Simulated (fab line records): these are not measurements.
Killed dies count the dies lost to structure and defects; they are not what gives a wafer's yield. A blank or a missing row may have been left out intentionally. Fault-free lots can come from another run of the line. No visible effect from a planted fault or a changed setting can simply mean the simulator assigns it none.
fab line records / flow berkeleyCmos170
record lots=15 wafers=45 lastDay=14
route steps=331 shown START@3 NWELL@26 PWELL@37 ACTIVE@63
lots untouched by any fault: they come from a run of this same line in which no faults occurred
startH: hours from the record's opening day to when the first of the lot's shown wafers began / waitH: hours since the lot's step before / " as in the row above / L1.1+2: one row covering several wafers at once / - value missing, or start not given / * or withheld: withheld / < > ~ a bound
route shown NAME@n: a module of which the file shows steps, and the number in the route of the first / usual: mean and standard deviation over wafers with no fault / same: alike in all rows / chamber/n: place in a boat / sites: readings site by site / _std_site: how widely they spread, as a standard deviation / _edge_site: inner sites' mean taken away from outer sites' mean / radiusMm: for every site, how far away it sits from the centre of the wafer / mask NAME#n: copy n / behind: the tool/chamber that last shaped the wafer / hold: what put the lot on hold/how long, in hours/how the hold closed / device: names the non-switching transistor (n, p or np) / end of line: tests run on the same wafers once the route is complete / a step without rows: its recipe alone / killed: dies that structure and defects cost at the first sort, which is not the same as the wafer's yield / map: per-die view of a wafer (x killed, . not killed, _ where there is no die)
set.NAME: the setting the step ran with; set.NAME@STEP: the setting that earlier step ran with / model.NAME: the simulator's own value behind a step, which no gauge read
one table for each step of the route and one row for each wafer, over a sample of lots
services: the hour from which a tool's chamber was out of use, counted from the record's first day as startH (under 0 if before that day), plus the number of hours and why
## steps
# step UCB170_START_OXIDATION_02
# recipe tempC=950 ambient=O2 targetThkA=200 oxTimeS=1800
# usual oxTimeS=1800/0
lot.wafer=L567.2 tool=furnace-03 chamber=0 startH=12.86 waitH=2.7 oxTimeS=1800
lot.wafer=L567.4 tool=furnace-03 chamber=0 startH=12.86 waitH=2.7 oxTimeS=1800
lot.wafer=L567.6 tool=furnace-03 chamber=0 startH=12.86 waitH=2.7 oxTimeS=1800
lot.wafer=L568.3 tool=furnace-04 chamber=0 startH=16.81 waitH=1.7 oxTimeS=1800
lot.wafer=L568.4 tool=furnace-04 chamber=0 startH=16.81 waitH=1.7 oxTimeS=1800
lot.wafer=L568.5 tool=furnace-04 chamber=0 startH=16.81 waitH=1.7 oxTimeS=1800
lot.wafer=L569.1 tool=furnace-04 chamber=0 startH=23.49 waitH=3.3 oxTimeS=1800
lot.wafer=L569.2 tool=furnace-04 chamber=0 startH=23.49 waitH=3.3 oxTimeS=1800
lot.wafer=L569.6 tool=furnace-04 chamber=0 startH=23.49 waitH=3.3 oxTimeS=1800
lot.wafer=L571.1 tool=furnace-03 chamber=0 startH=33.65 waitH=3.5 oxTimeS=1800
lot.wafer=L571.4 tool=furnace-03 chamber=0 startH=33.65 waitH=3.5 oxTimeS=1800
lot.wafer=L571.5 tool=furnace-03 chamber=0 startH=33.65 waitH=3.5 oxTimeS=1800
lot.wafer=L573.2 tool=furnace-01 chamber=0 startH=42.84 waitH=0.7 oxTimeS=1800
lot.wafer=L573.3 tool=furnace-01 chamber=0 startH=42.84 waitH=0.7 oxTimeS=1800
lot.wafer=L573.4 tool=furnace-01 chamber=0 startH=42.84 waitH=0.7 oxTimeS=1800
lot.wafer=L574.2 tool=furnace-01 chamber=0 startH=48.86 waitH=2.1 oxTimeS=1800
lot.wafer=L574.3 tool=furnace-01 chamber=0 startH=48.86 waitH=2.1 oxTimeS=1800
lot.wafer=L574.6 tool=furnace-01 chamber=0 startH=48.86 waitH=2.1 oxTimeS=1800
lot.wafer=L577.1 tool=furnace-04 chamber=0 startH=63.98 waitH=2.5 oxTimeS=1800
lot.wafer=L577.4 tool=furnace-04 chamber=0 startH=63.98 waitH=2.5 oxTimeS=1800
lot.wafer=L577.5 tool=furnace-04 chamber=0 startH=63.98 waitH=2.5 oxTimeS=1800
lot.wafer=L578.1 tool=furnace-01 chamber=0 startH=68.74 waitH=1.8 oxTimeS=1800
lot.wafer=L578.3 tool=furnace-01 chamber=0 startH=68.74 waitH=1.8 oxTimeS=1800
lot.wafer=L578.4 tool=furnace-01 chamber=0 startH=68.74 waitH=1.8 oxTimeS=1800
lot.wafer=L580.4 tool=furnace-03 chamber=0 startH=78.47 waitH=3.3 oxTimeS=1800
lot.wafer=L580.5 tool=furnace-03 chamber=0 startH=78.47 waitH=3.3 oxTimeS=1800
lot.wafer=L580.6 tool=furnace-03 chamber=0 startH=78.47 waitH=3.3 oxTimeS=1800
lot.wafer=L581.4 tool=furnace-03 chamber=0 startH=85.74 waitH=5.6 oxTimeS=2160
lot.wafer=L581.5 tool=furnace-03 chamber=0 startH=85.74 waitH=5.6 oxTimeS=2160
lot.wafer=L581.6 tool=furnace-03 chamber=0 startH=85.74 waitH=5.6 oxTimeS=2160
lot.wafer=L582.1 tool=furnace-03 chamber=0 startH=85.74 waitH=0.6 oxTimeS=2160
lot.wafer=L582.3 tool=furnace-03 chamber=0 startH=85.74 waitH=0.6 oxTimeS=2160
lot.wafer=L582.6 tool=furnace-03 chamber=0 startH=85.74 waitH=0.6 oxTimeS=2160
lot.wafer=L584.1 tool=furnace-03 chamber=0 startH=99.67 waitH=2.6 oxTimeS=2160
lot.wafer=L584.4 tool=furnace-03 chamber=0 startH=99.67 waitH=2.6 oxTimeS=2160
lot.wafer=L584.5 tool=furnace-03 chamber=0 startH=99.67 waitH=2.6 oxTimeS=2160
lot.wafer=L585.1 tool=furnace-04 chamber=0 startH=102.95 waitH=2.8 oxTimeS=1800
lot.wafer=L585.3 tool=furnace-04 chamber=0 startH=102.95 waitH=2.8 oxTimeS=1800
lot.wafer=L585.5 tool=furnace-04 chamber=0 startH=102.95 waitH=2.8 oxTimeS=1800
lot.wafer=L589.2 tool=furnace-01 chamber=0 startH=120.26 waitH=0.1 oxTimeS=1800
lot.wafer=L589.5 tool=furnace-01 chamber=0 startH=120.26 waitH=0.1 oxTimeS=1800
lot.wafer=L589.6 tool=furnace-01 chamber=0 startH=120.26 waitH=0.1 oxTimeS=1800
lot.wafer=L590.1 tool=furnace-04 chamber=0 startH=130.74 waitH=5.6 oxTimeS=1800
lot.wafer=L590.5 tool=furnace-04 chamber=0 startH=130.74 waitH=5.6 oxTimeS=1800
lot.wafer=L590.6 tool=furnace-04 chamber=0 startH=130.74 waitH=5.6 oxTimeS=1800
# step UCB170_START_THK_MEAS_03
# recipe reads=SiO2_of_START_OXIDATION_02
# usual START_OXIDE_THK=20.0/0.39
lot.wafer=L567.2 tool=filmMetro-02 chamber=- startH=14.37 waitH=0.0 START_OXIDE_THK[nm]=20.0
lot.wafer=L567.4 tool=filmMetro-02 chamber=- startH=14.37 waitH=0.0 START_OXIDE_THK[nm]=19.9
lot.wafer=L567.6 tool=filmMetro-02 chamber=- startH=14.37 waitH=0.0 START_OXIDE_THK[nm]=20.0
lot.wafer=L568.3 tool=filmMetro-02 chamber=- startH=18.33 waitH=0.0 START_OXIDE_THK[nm]=20.3
lot.wafer=L568.4 tool=filmMetro-02 chamber=- startH=18.33 waitH=0.0 START_OXIDE_THK[nm]=20.4
lot.wafer=L568.5 tool=filmMetro-02 chamber=- startH=18.33 waitH=0.0 START_OXIDE_THK[nm]=20.2
lot.wafer=L569.1 tool=filmMetro-03 chamber=- startH=24.99 waitH=0.0 START_OXIDE_THK[nm]=20.0
lot.wafer=L569.2 tool=filmMetro-03 chamber=- startH=24.99 waitH=0.0 START_OXIDE_THK[nm]=19.9
lot.wafer=L569.6 tool=filmMetro-03 chamber=- startH=24.99 waitH=0.0 START_OXIDE_THK[nm]=20.3
lot.wafer=L571.1 tool=filmMetro-02 chamber=- startH=35.15 waitH=0.0 START_OXIDE_THK[nm]=20.3
lot.wafer=L571.4 tool=filmMetro-02 chamber=- startH=35.15 waitH=0.0 START_OXIDE_THK[nm]=20.6
lot.wafer=L571.5 tool=filmMetro-02 chamber=- startH=35.15 waitH=0.0 START_OXIDE_THK[nm]=20.5
lot.wafer=L573.2 tool=filmMetro-02 chamber=- startH=44.35 waitH=0.0 START_OXIDE_THK[nm]=19.9
lot.wafer=L573.3 tool=filmMetro-02 chamber=- startH=44.35 waitH=0.0 START_OXIDE_THK[nm]=19.7
lot.wafer=L573.4 tool=filmMetro-02 chamber=- startH=44.35 waitH=0.0 START_OXIDE_THK[nm]=19.9
lot.wafer=L574.2 tool=filmMetro-04 chamber=- startH=50.37 waitH=0.0 START_OXIDE_THK[nm]=20.2
lot.wafer=L574.3 tool=filmMetro-04 chamber=- startH=50.37 waitH=0.0 START_OXIDE_THK[nm]=19.8
lot.wafer=L574.6 tool=filmMetro-04 chamber=- startH=50.37 waitH=0.0 START_OXIDE_THK[nm]=19.9
lot.wafer=L577.1 tool=filmMetro-03 chamber=- startH=65.48 waitH=0.0 START_OXIDE_THK[nm]=20.6
lot.wafer=L577.4 tool=filmMetro-03 chamber=- startH=65.48 waitH=0.0 START_OXIDE_THK[nm]=20.8
lot.wafer=L577.5 tool=filmMetro-03 chamber=- startH=65.48 waitH=0.0 START_OXIDE_THK[nm]=20.3
lot.wafer=L578.1 tool=filmMetro-02 chamber=- startH=70.24 waitH=0.0 START_OXIDE_THK[nm]=20.4
lot.wafer=L578.3 tool=filmMetro-02 chamber=- startH=70.24 waitH=0.0 START_OXIDE_THK[nm]=19.9
lot.wafer=L578.4 tool=filmMetro-02 chamber=- startH=70.24 waitH=0.0 START_OXIDE_THK[nm]=20.3
lot.wafer=L580.4 tool=filmMetro-02 chamber=- startH=80.00 waitH=0.0 START_OXIDE_THK[nm]=19.2
lot.wafer=L580.5 tool=filmMetro-02 chamber=- startH=80.00 waitH=0.0 START_OXIDE_THK[nm]=19.5
lot.wafer=L580.6 tool=filmMetro-02 chamber=- startH=80.00 waitH=0.0 START_OXIDE_THK[nm]=19.2
lot.wafer=L582.1 tool=filmMetro-02 chamber=- startH=87.24 waitH=0.0 START_OXIDE_THK[nm]=22.0
lot.wafer=L582.3 tool=filmMetro-02 chamber=- startH=87.24 waitH=0.0 START_OXIDE_THK[nm]=21.9
lot.wafer=L582.6 tool=filmMetro-02 chamber=- startH=87.24 waitH=0.0 START_OXIDE_THK[nm]=21.8
lot.wafer=L581.4 tool=filmMetro-04 chamber=- startH=87.27 waitH=0.0 START_OXIDE_THK[nm]=22.5
lot.wafer=L581.5 tool=filmMetro-04 chamber=- startH=87.27 waitH=0.0 START_OXIDE_THK[nm]=22.4
lot.wafer=L581.6 tool=filmMetro-04 chamber=- startH=87.27 waitH=0.0 START_OXIDE_THK[nm]=22.2
lot.wafer=L584.1 tool=filmMetro-03 chamber=- startH=101.17 waitH=0.0 START_OXIDE_THK[nm]=21.7
lot.wafer=L584.4 tool=filmMetro-03 chamber=- startH=101.17 waitH=0.0 START_OXIDE_THK[nm]=22.0
lot.wafer=L584.5 tool=filmMetro-03 chamber=- startH=101.17 waitH=0.0 START_OXIDE_THK[nm]=22.3
lot.wafer=L585.1 tool=filmMetro-03 chamber=- startH=104.45 waitH=0.0 START_OXIDE_THK[nm]=20.5
lot.wafer=L585.3 tool=filmMetro-03 chamber=- startH=104.45 waitH=0.0 START_OXIDE_THK[nm]=20.7
lot.wafer=L585.5 tool=filmMetro-03 chamber=- startH=104.45 waitH=0.0 START_OXIDE_THK[nm]=20.8
lot.wafer=L589.2 tool=filmMetro-02 chamber=- startH=121.77 waitH=0.0 START_OXIDE_THK[nm]=19.7
lot.wafer=L589.5 tool=filmMetro-02 chamber=- startH=121.77 waitH=0.0 START_OXIDE_THK[nm]=19.8
lot.wafer=L589.6 tool=filmMetro-02 chamber=- startH=121.77 waitH=0.0 START_OXIDE_THK[nm]=19.5
lot.wafer=L590.1 tool=filmMetro-03 chamber=- startH=132.57 waitH=0.3 START_OXIDE_THK[nm]=19.9
lot.wafer=L590.5 tool=filmMetro-03 chamber=- startH=132.57 waitH=0.3 START_OXIDE_THK[nm]=20.0
lot.wafer=L590.6 tool=filmMetro-03 chamber=- startH=132.57 waitH=0.3 START_OXIDE_THK[nm]=20.0
# step UCB170_NWELL_OVL_MEAS_12
# usual NWELL_OVL=4/5.6
lot.wafer=L567.2 tool=overlay-02 chamber=- startH=33.65 waitH=- NWELL_OVL[nm]=-4
lot.wafer=L567.4 tool=overlay-02 chamber=- startH=33.65 waitH=- NWELL_OVL[nm]=-5
lot.wafer=L567.6 tool=overlay-02 chamber=- startH=33.65 waitH=- NWELL_OVL[nm]=-5
lot.wafer=L568.3 tool=overlay-01 chamber=- startH=38.74 waitH=- NWELL_OVL[nm]=-2
lot.wafer=L568.4 tool=overlay-01 chamber=- startH=38.74 waitH=- NWELL_OVL[nm]=6
lot.wafer=L568.5 tool=overlay-01 chamber=- startH=38.74 waitH=- NWELL_OVL[nm]=4
lot.wafer=L569.1 tool=overlay-02 chamber=- startH=42.25 waitH=- NWELL_OVL[nm]=1
lot.wafer=L569.2 tool=overlay-02 chamber=- startH=42.25 waitH=- NWELL_OVL[nm]=-1
lot.wafer=L569.6 tool=overlay-02 chamber=- startH=42.25 waitH=- NWELL_OVL[nm]=4
lot.wafer=L571.1 tool=overlay-02 chamber=- startH=48.02 waitH=- NWELL_OVL[nm]=1
lot.wafer=L571.4 tool=overlay-02 chamber=- startH=48.02 waitH=- NWELL_OVL[nm]=3
lot.wafer=L571.5 tool=overlay-02 chamber=- startH=48.02 waitH=- NWELL_OVL[nm]=-1
lot.wafer=L573.2 tool=overlay-01 chamber=- startH=60.65 waitH=- NWELL_OVL[nm]=-4
lot.wafer=L573.3 tool=overlay-01 chamber=- startH=60.65 waitH=- NWELL_OVL[nm]=-4
lot.wafer=L573.4 tool=overlay-01 chamber=- startH=60.65 waitH=- NWELL_OVL[nm]=0
lot.wafer=L574.2 tool=overlay-01 chamber=- startH=66.47 waitH=- NWELL_OVL[nm]=0
lot.wafer=L574.3 tool=overlay-01 chamber=- startH=66.47 waitH=- NWELL_OVL[nm]=6
lot.wafer=L574.6 tool=overlay-01 chamber=- startH=66.47 waitH=- NWELL_OVL[nm]=5
lot.wafer=L577.1 tool=overlay-02 chamber=- startH=79.80 waitH=- NWELL_OVL[nm]=11
lot.wafer=L577.4 tool=overlay-02 chamber=- startH=79.80 waitH=- NWELL_OVL[nm]=10
lot.wafer=L577.5 tool=overlay-02 chamber=- startH=79.80 waitH=- NWELL_OVL[nm]=6
lot.wafer=L578.1 tool=overlay-01 chamber=- startH=87.43 waitH=- NWELL_OVL[nm]=16
lot.wafer=L578.3 tool=overlay-01 chamber=- startH=87.43 waitH=- NWELL_OVL[nm]=16
lot.wafer=L578.4 tool=overlay-01 chamber=- startH=87.43 waitH=- NWELL_OVL[nm]=10
lot.wafer=L580.4 tool=overlay-01 chamber=- startH=99.88 waitH=- NWELL_OVL[nm]=2
lot.wafer=L580.5 tool=overlay-01 chamber=- startH=99.88 waitH=- NWELL_OVL[nm]=-2
lot.wafer=L580.6 tool=overlay-01 chamber=- startH=99.88 waitH=- NWELL_OVL[nm]=3
lot.wafer=L581.4 tool=overlay-01 chamber=- startH=108.45 waitH=- NWELL_OVL[nm]=3
lot.wafer=L581.5 tool=overlay-01 chamber=- startH=108.45 waitH=- NWELL_OVL[nm]=7
lot.wafer=L581.6 tool=overlay-01 chamber=- startH=108.45 waitH=- NWELL_OVL[nm]=1
lot.wafer=L582.1 tool=overlay-02 chamber=- startH=108.68 waitH=- NWELL_OVL[nm]=6
lot.wafer=L582.3 tool=overlay-02 chamber=- startH=108.68 waitH=- NWELL_OVL[nm]=4
lot.wafer=L582.6 tool=overlay-02 chamber=- startH=108.68 waitH=- NWELL_OVL[nm]=0
lot.wafer=L584.1 tool=overlay-02 chamber=- startH=115.88 waitH=- NWELL_OVL[nm]=4
lot.wafer=L584.4 tool=overlay-02 chamber=- startH=115.88 waitH=- NWELL_OVL[nm]=3
lot.wafer=L584.5 tool=overlay-02 chamber=- startH=115.88 waitH=- NWELL_OVL[nm]=9
lot.wafer=L585.1 tool=overlay-02 chamber=- startH=125.44 waitH=- NWELL_OVL[nm]=10
lot.wafer=L585.3 tool=overlay-02 chamber=- startH=125.44 waitH=- NWELL_OVL[nm]=3
lot.wafer=L585.5 tool=overlay-02 chamber=- startH=125.44 waitH=- NWELL_OVL[nm]=5
lot.wafer=L589.2 tool=overlay-01 chamber=- startH=143.90 waitH=- NWELL_OVL[nm]=10
lot.wafer=L589.5 tool=overlay-01 chamber=- startH=143.90 waitH=- NWELL_OVL[nm]=2
lot.wafer=L589.6 tool=overlay-01 chamber=- startH=143.90 waitH=- NWELL_OVL[nm]=10
lot.wafer=L590.1 tool=overlay-01 chamber=- startH=155.55 waitH=- NWELL_OVL[nm]=0
lot.wafer=L590.5 tool=overlay-01 chamber=- startH=155.55 waitH=- NWELL_OVL[nm]=-3
lot.wafer=L590.6 tool=overlay-01 chamber=- startH=155.55 waitH=- NWELL_OVL[nm]=-2
# step UCB170_PWELL_THK_MEAS_03
# recipe reads=SiO2_of_PWELL_OXIDATION_02
# usual PWELL_OXIDE_THK=26.4/0.51
lot.wafer=L567.2 tool=filmMetro-02 chamber=- startH=49.70 waitH=0.0 PWELL_OXIDE_THK[nm]=25.8
lot.wafer=L567.4 tool=filmMetro-02 chamber=- startH=49.70 waitH=0.0 PWELL_OXIDE_THK[nm]=26.0
lot.wafer=L567.6 tool=filmMetro-02 chamber=- startH=49.70 waitH=0.0 PWELL_OXIDE_THK[nm]=26.2
lot.wafer=L568.3 tool=filmMetro-04 chamber=- startH=49.71 waitH=0.0 PWELL_OXIDE_THK[nm]=25.8
lot.wafer=L568.4 tool=filmMetro-04 chamber=- startH=49.71 waitH=0.0 PWELL_OXIDE_THK[nm]=26.0
lot.wafer=L568.5 tool=filmMetro-04 chamber=- startH=49.71 waitH=0.0 PWELL_OXIDE_THK[nm]=26.3
lot.wafer=L569.1 tool=filmMetro-02 chamber=- startH=56.46 waitH=0.0 PWELL_OXIDE_THK[nm]=27.3
lot.wafer=L569.2 tool=filmMetro-02 chamber=- startH=56.46 waitH=0.0 PWELL_OXIDE_THK[nm]=27.0
lot.wafer=L569.6 tool=filmMetro-02 chamber=- startH=56.46 waitH=0.0 PWELL_OXIDE_THK[nm]=26.8
lot.wafer=L571.1 tool=filmMetro-04 chamber=- startH=56.46 waitH=0.0 PWELL_OXIDE_THK[nm]=26.3
lot.wafer=L571.4 tool=filmMetro-04 chamber=- startH=56.46 waitH=0.0 PWELL_OXIDE_THK[nm]=26.4
lot.wafer=L571.5 tool=filmMetro-04 chamber=- startH=56.46 waitH=0.0 PWELL_OXIDE_THK[nm]=26.2
lot.wafer=L573.2 tool=filmMetro-04 chamber=- startH=71.66 waitH=0.0 PWELL_OXIDE_THK[nm]=25.6
lot.wafer=L573.3 tool=filmMetro-04 chamber=- startH=71.66 waitH=0.0 PWELL_OXIDE_THK[nm]=26.1
lot.wafer=L573.4 tool=filmMetro-04 chamber=- startH=71.66 waitH=0.0 PWELL_OXIDE_THK[nm]=25.5
lot.wafer=L574.2 tool=filmMetro-02 chamber=- startH=75.87 waitH=0.0 PWELL_OXIDE_THK[nm]=27.3
lot.wafer=L574.3 tool=filmMetro-02 chamber=- startH=75.87 waitH=0.0 PWELL_OXIDE_THK[nm]=27.3
lot.wafer=L574.6 tool=filmMetro-02 chamber=- startH=75.87 waitH=0.0 PWELL_OXIDE_THK[nm]=26.6
lot.wafer=L577.1 tool=filmMetro-01 chamber=- startH=89.78 waitH=0.0 PWELL_OXIDE_THK[nm]=26.5
lot.wafer=L577.4 tool=filmMetro-01 chamber=- startH=89.78 waitH=0.0 PWELL_OXIDE_THK[nm]=26.7
lot.wafer=L577.5 tool=filmMetro-01 chamber=- startH=89.78 waitH=0.0 PWELL_OXIDE_THK[nm]=26.4
lot.wafer=L578.1 tool=filmMetro-01 chamber=- startH=97.88 waitH=0.0 PWELL_OXIDE_THK[nm]=26.8
lot.wafer=L578.3 tool=filmMetro-01 chamber=- startH=97.88 waitH=0.0 PWELL_OXIDE_THK[nm]=26.7
lot.wafer=L578.4 tool=filmMetro-01 chamber=- startH=97.88 waitH=0.0 PWELL_OXIDE_THK[nm]=26.3
lot.wafer=L580.4 tool=filmMetro-02 chamber=- startH=109.97 waitH=0.0 PWELL_OXIDE_THK[nm]=26.4
lot.wafer=L580.5 tool=filmMetro-02 chamber=- startH=109.97 waitH=0.0 PWELL_OXIDE_THK[nm]=26.5
lot.wafer=L580.6 tool=filmMetro-02 chamber=- startH=109.97 waitH=0.0 PWELL_OXIDE_THK[nm]=26.4
lot.wafer=L582.1 tool=filmMetro-02 chamber=- startH=118.76 waitH=0.0 PWELL_OXIDE_THK[nm]=26.2
lot.wafer=L582.3 tool=filmMetro-02 chamber=- startH=118.76 waitH=0.0 PWELL_OXIDE_THK[nm]=26.6
lot.wafer=L582.6 tool=filmMetro-02 chamber=- startH=118.76 waitH=0.0 PWELL_OXIDE_THK[nm]=26.7
lot.wafer=L581.4 tool=filmMetro-04 chamber=- startH=118.79 waitH=0.0 PWELL_OXIDE_THK[nm]=27.1
lot.wafer=L581.5 tool=filmMetro-04 chamber=- startH=118.79 waitH=0.0 PWELL_OXIDE_THK[nm]=27.3
lot.wafer=L581.6 tool=filmMetro-04 chamber=- startH=118.79 waitH=0.0 PWELL_OXIDE_THK[nm]=27.0
lot.wafer=L584.1 tool=filmMetro-01 chamber=- startH=128.08 waitH=0.0 PWELL_OXIDE_THK[nm]=25.9
lot.wafer=L584.4 tool=filmMetro-01 chamber=- startH=128.08 waitH=0.0 PWELL_OXIDE_THK[nm]=26.4
lot.wafer=L584.5 tool=filmMetro-01 chamber=- startH=128.08 waitH=0.0 PWELL_OXIDE_THK[nm]=26.0
lot.wafer=L585.1 tool=filmMetro-01 chamber=- startH=135.76 waitH=0.0 PWELL_OXIDE_THK[nm]=25.5
lot.wafer=L585.3 tool=filmMetro-01 chamber=- startH=135.76 waitH=0.0 PWELL_OXIDE_THK[nm]=26.0
lot.wafer=L585.5 tool=filmMetro-01 chamber=- startH=135.76 waitH=0.0 PWELL_OXIDE_THK[nm]=26.0
lot.wafer=L589.2 tool=filmMetro-01 chamber=- startH=155.01 waitH=0.0 PWELL_OXIDE_THK[nm]=27.0
lot.wafer=L589.5 tool=filmMetro-01 chamber=- startH=155.01 waitH=0.0 PWELL_OXIDE_THK[nm]=26.4
lot.wafer=L589.6 tool=filmMetro-01 chamber=- startH=155.01 waitH=0.0 PWELL_OXIDE_THK[nm]=27.3
lot.wafer=L590.1 tool=filmMetro-01 chamber=- startH=169.26 waitH=0.0 PWELL_OXIDE_THK[nm]=26.0
lot.wafer=L590.5 tool=filmMetro-01 chamber=- startH=169.26 waitH=0.0 PWELL_OXIDE_THK[nm]=26.3
lot.wafer=L590.6 tool=filmMetro-01 chamber=- startH=169.26 waitH=0.0 PWELL_OXIDE_THK[nm]=26.0
# step UCB170_ACTIVE_THK_MEAS_03
# recipe reads=SiO2_of_ACTIVE_OXIDATION_02
# usual ACTIVE_OXIDE_THK=26.3/0.45
lot.wafer=L567.2 tool=filmMetro-04 chamber=- startH=75.73 waitH=0.0 ACTIVE_OXIDE_THK[nm]=25.8
lot.wafer=L567.4 tool=filmMetro-04 chamber=- startH=75.73 waitH=0.0 ACTIVE_OXIDE_THK[nm]=25.7
lot.wafer=L567.6 tool=filmMetro-04 chamber=- startH=75.73 waitH=0.0 ACTIVE_OXIDE_THK[nm]=25.9
lot.wafer=L568.3 tool=filmMetro-03 chamber=- startH=75.74 waitH=0.0 ACTIVE_OXIDE_THK[nm]=26.8
lot.wafer=L568.4 tool=filmMetro-03 chamber=- startH=75.74 waitH=0.0 ACTIVE_OXIDE_THK[nm]=26.2
lot.wafer=L568.5 tool=filmMetro-03 chamber=- startH=75.74 waitH=0.0 ACTIVE_OXIDE_THK[nm]=26.2
lot.wafer=L569.1 tool=filmMetro-02 chamber=- startH=87.35 waitH=0.0 ACTIVE_OXIDE_THK[nm]=26.6
lot.wafer=L569.2 tool=filmMetro-02 chamber=- startH=87.35 waitH=0.0 ACTIVE_OXIDE_THK[nm]=26.6
lot.wafer=L569.6 tool=filmMetro-02 chamber=- startH=87.35 waitH=0.0 ACTIVE_OXIDE_THK[nm]=26.3
lot.wafer=L571.1 tool=filmMetro-03 chamber=- startH=87.41 waitH=0.1 ACTIVE_OXIDE_THK[nm]=26.5
lot.wafer=L571.4 tool=filmMetro-03 chamber=- startH=87.41 waitH=0.1 ACTIVE_OXIDE_THK[nm]=26.5
lot.wafer=L571.5 tool=filmMetro-03 chamber=- startH=87.41 waitH=0.1 ACTIVE_OXIDE_THK[nm]=26.5
lot.wafer=L573.2 tool=filmMetro-03 chamber=- startH=100.91 waitH=0.0 ACTIVE_OXIDE_THK[nm]=26.4
lot.wafer=L573.3 tool=filmMetro-03 chamber=- startH=100.91 waitH=0.0 ACTIVE_OXIDE_THK[nm]=25.7
lot.wafer=L573.4 tool=filmMetro-03 chamber=- startH=100.91 waitH=0.0 ACTIVE_OXIDE_THK[nm]=25.9
lot.wafer=L574.2 tool=filmMetro-02 chamber=- startH=100.91 waitH=0.0 ACTIVE_OXIDE_THK[nm]=26.7
lot.wafer=L574.3 tool=filmMetro-02 chamber=- startH=100.91 waitH=0.0 ACTIVE_OXIDE_THK[nm]=26.7
lot.wafer=L574.6 tool=filmMetro-02 chamber=- startH=100.91 waitH=0.0 ACTIVE_OXIDE_THK[nm]=26.3
lot.wafer=L577.1 tool=filmMetro-03 chamber=- startH=119.89 waitH=0.0 ACTIVE_OXIDE_THK[nm]=25.9
lot.wafer=L577.4 tool=filmMetro-03 chamber=- startH=119.89 waitH=0.0 ACTIVE_OXIDE_THK[nm]=25.9
lot.wafer=L577.5 tool=filmMetro-03 chamber=- startH=119.89 waitH=0.0 ACTIVE_OXIDE_THK[nm]=26.1
lot.wafer=L578.1 tool=filmMetro-03 chamber=- startH=133.59 waitH=0.0 ACTIVE_OXIDE_THK[nm]=25.9
lot.wafer=L578.3 tool=filmMetro-03 chamber=- startH=133.59 waitH=0.0 ACTIVE_OXIDE_THK[nm]=26.0
lot.wafer=L578.4 tool=filmMetro-03 chamber=- startH=133.59 waitH=0.0 ACTIVE_OXIDE_THK[nm]=25.8
lot.wafer=L580.4 tool=filmMetro-02 chamber=- startH=147.73 waitH=0.0 ACTIVE_OXIDE_THK[nm]=26.7
lot.wafer=L580.5 tool=filmMetro-02 chamber=- startH=147.73 waitH=0.0 ACTIVE_OXIDE_THK[nm]=27.1
lot.wafer=L580.6 tool=filmMetro-02 chamber=- startH=147.73 waitH=0.0 ACTIVE_OXIDE_THK[nm]=26.8
lot.wafer=L581.4 tool=filmMetro-04 chamber=- startH=147.73 waitH=0.0 ACTIVE_OXIDE_THK[nm]=25.7
lot.wafer=L581.5 tool=filmMetro-04 chamber=- startH=147.73 waitH=0.0 ACTIVE_OXIDE_THK[nm]=25.6
lot.wafer=L581.6 tool=filmMetro-04 chamber=- startH=147.73 waitH=0.0 ACTIVE_OXIDE_THK[nm]=26.1
lot.wafer=L582.1 tool=filmMetro-04 chamber=- startH=147.76 waitH=0.1 ACTIVE_OXIDE_THK[nm]=26.3
lot.wafer=L582.3 tool=filmMetro-04 chamber=- startH=147.76 waitH=0.1 ACTIVE_OXIDE_THK[nm]=26.3
lot.wafer=L582.6 tool=filmMetro-04 chamber=- startH=147.76 waitH=0.1 ACTIVE_OXIDE_THK[nm]=26.0
lot.wafer=L584.1 tool=filmMetro-04 chamber=- startH=153.20 waitH=0.0 ACTIVE_OXIDE_THK[nm]=26.0
lot.wafer=L584.4 tool=filmMetro-04 chamber=- startH=153.20 waitH=0.0 ACTIVE_OXIDE_THK[nm]=26.4
lot.wafer=L584.5 tool=filmMetro-04 chamber=- startH=153.20 waitH=0.0 ACTIVE_OXIDE_THK[nm]=26.7
lot.wafer=L585.1 tool=filmMetro-02 chamber=- startH=160.00 waitH=0.0 ACTIVE_OXIDE_THK[nm]=26.4
lot.wafer=L585.3 tool=filmMetro-02 chamber=- startH=160.00 waitH=0.0 ACTIVE_OXIDE_THK[nm]=26.4
lot.wafer=L585.5 tool=filmMetro-02 chamber=- startH=160.00 waitH=0.0 ACTIVE_OXIDE_THK[nm]=26.4
lot.wafer=L589.2 tool=filmMetro-02 chamber=- startH=189.05 waitH=0.0 ACTIVE_OXIDE_THK[nm]=26.4
lot.wafer=L589.5 tool=filmMetro-02 chamber=- startH=189.05 waitH=0.0 ACTIVE_OXIDE_THK[nm]=25.8
lot.wafer=L589.6 tool=filmMetro-02 chamber=- startH=189.05 waitH=0.0 ACTIVE_OXIDE_THK[nm]=26.6
lot.wafer=L590.1 tool=filmMetro-04 chamber=- startH=197.00 waitH=0.0 ACTIVE_OXIDE_THK[nm]=27.2
lot.wafer=L590.5 tool=filmMetro-04 chamber=- startH=197.00 waitH=0.0 ACTIVE_OXIDE_THK[nm]=26.7
lot.wafer=L590.6 tool=filmMetro-04 chamber=- startH=197.00 waitH=0.0 ACTIVE_OXIDE_THK[nm]=26.8
## services
tool=furnace-04 chamber=- startH=-8.19 hours=2.7 kind=pm
tool=furnace-03 chamber=- startH=8.05 hours=3.3 kind=pm
tool=furnace-01 chamber=- startH=20.17 hours=5.1 kind=pm
tool=furnace-01 chamber=- startH=81.46 hours=16.4 kind=pm
## key
firstSign step=UCB170_START_OXIDATION_02 reading=oxTimeS direction=up sigmas=99+ usual=* struck=*
effect step=UCB170_START_THK_MEAS_03 reading=START_OXIDE_THK direction=up sigmas=5.5 usual=20.0 struck=22.1
metAt UCB170_START_OXIDATION_02
struckLots L581,L582,L584
testerLeftOut L581,L582,L584
notActingAt UCB170_NWELL_OVL_MEAS_12,UCB170_PWELL_THK_MEAS_03,UCB170_ACTIVE_THK_MEAS_03
onsetBetween 78.47 85.74
fault kind=processParameterDrift tool=furnace-03 chamber=- onsetH=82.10 steps=UCB170_START_OXIDATION_02 channel=oxTimeS offset=* shape=step endH=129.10 actsIn=* stated=*
# testerLeftOut: of these lots the tester's yield and bins aren't shown, on N5 and GAA mostly nor the transistor test; their killed dies are dies lost to structure and defects alone, not to doping, threshold or leakage, so they don't give the yield
